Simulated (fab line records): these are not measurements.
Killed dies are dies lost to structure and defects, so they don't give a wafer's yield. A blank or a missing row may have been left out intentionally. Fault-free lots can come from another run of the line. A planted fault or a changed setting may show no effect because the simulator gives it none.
A lot that was struck, set against a sound lot	flow berkeleyCmos170	14 steps out of a route of 331
Sound: wafers L507.3, L507.5, L507.6. Wafers struck: L503.2, L503.4, L503.5. At the end, the cause is stated.
For every step that has rows: the tool of each side, followed by ch and its chambers, followed by its first start. Under that, the readings that differ: sound wafers	struck wafers	difference of the means	sigmas: that difference in standard deviations of wafers without a fault.
alike: same words and numbers on both sides, and readings whose means sit less than 2 such deviations apart. not compared: any withheld reading, any reading some wafer has no value for, any bound like >300 that may hide the same value, and any number with overlapping values for which the record gives no deviation.
The two part at a step that has a row with sigmas, a row that says differs or no value, or rows on one side only. Numbers that have no deviation but don't overlap get no sigmas and don't part them. Lack of a reading on every wafer of one side parts them only where that side has two or more wafers.

first, 2 steps without rows for these wafers: UCB170_PSD_PEB_04; UCB170_PSD_DEVELOP_05 (develop time 45 s).
UCB170_PSD_CD_MEAS_06: the cd target is 1200 nm.
  sound on cdSem-01, day 12 06:47; struck on cdSem-01, day 12 06:53
  alike: cdNm
UCB170_PSD_OVL_MEAS_07:
  sound on overlay-01, day 12 06:52; struck on overlay-01, day 12 06:59
  alike: PSD_OVL
next, for these wafers, 1 step has no rows: UCB170_PSD_IMPLANT_08.
UCB170_PSD_STRIP_09: strips in O2.
  sound on plasmaAsher-02 ch 0,1, day 12 07:05; struck on plasmaAsher-04 ch 0,1, day 12 07:10
  alike: drypumpMotorCurrentA, oesProductAu, stripTimeToEndpointS
  not compared: rfHoursCounterH
UCB170_PSD_TW_MEAS_10:
  sound on filmMetro-02, day 12 07:10; struck on filmMetro-01, day 12 07:16
  alike: PSD_TW
then, 5 steps without rows for these wafers: UCB170_PSD_CLEAN_11 (cleans in SPM, time 600 s); UCB170_NSD_HMDS_00 (prime time 60 s); UCB170_NSD_COAT_01 (resist thk 900 nm); UCB170_NSD_SOFTBAKE_02 (time 60 s); UCB170_NSD_EXPOSE_03 (exposes mask NSELECT MOD, target cd 1200 nm).
UCB170_NSD_PEB_04:
  struck on lithoTrack-01, day 12 08:42; sound on lithoTrack-03 ch 0, day 12 08:41
  no value came back on the struck wafers for chillPlateTempC (C), exhaustPa (Pa), plateTempC (C), resistLineTempC (C); on the sound wafers chillPlateTempC (C) reads 22.97 23.06 23.03
then, 1 step without rows for these wafers: UCB170_NSD_DEVELOP_05 (develop time 45 s).

WHERE THEY PART
Within this record, at UCB170_NSD_PEB_04 only.

WHY: whatever the simulator had introduced
Whole step skipped at UCB170_NSD_PEB_04 on lithoTrack-01, starting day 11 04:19. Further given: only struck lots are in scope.
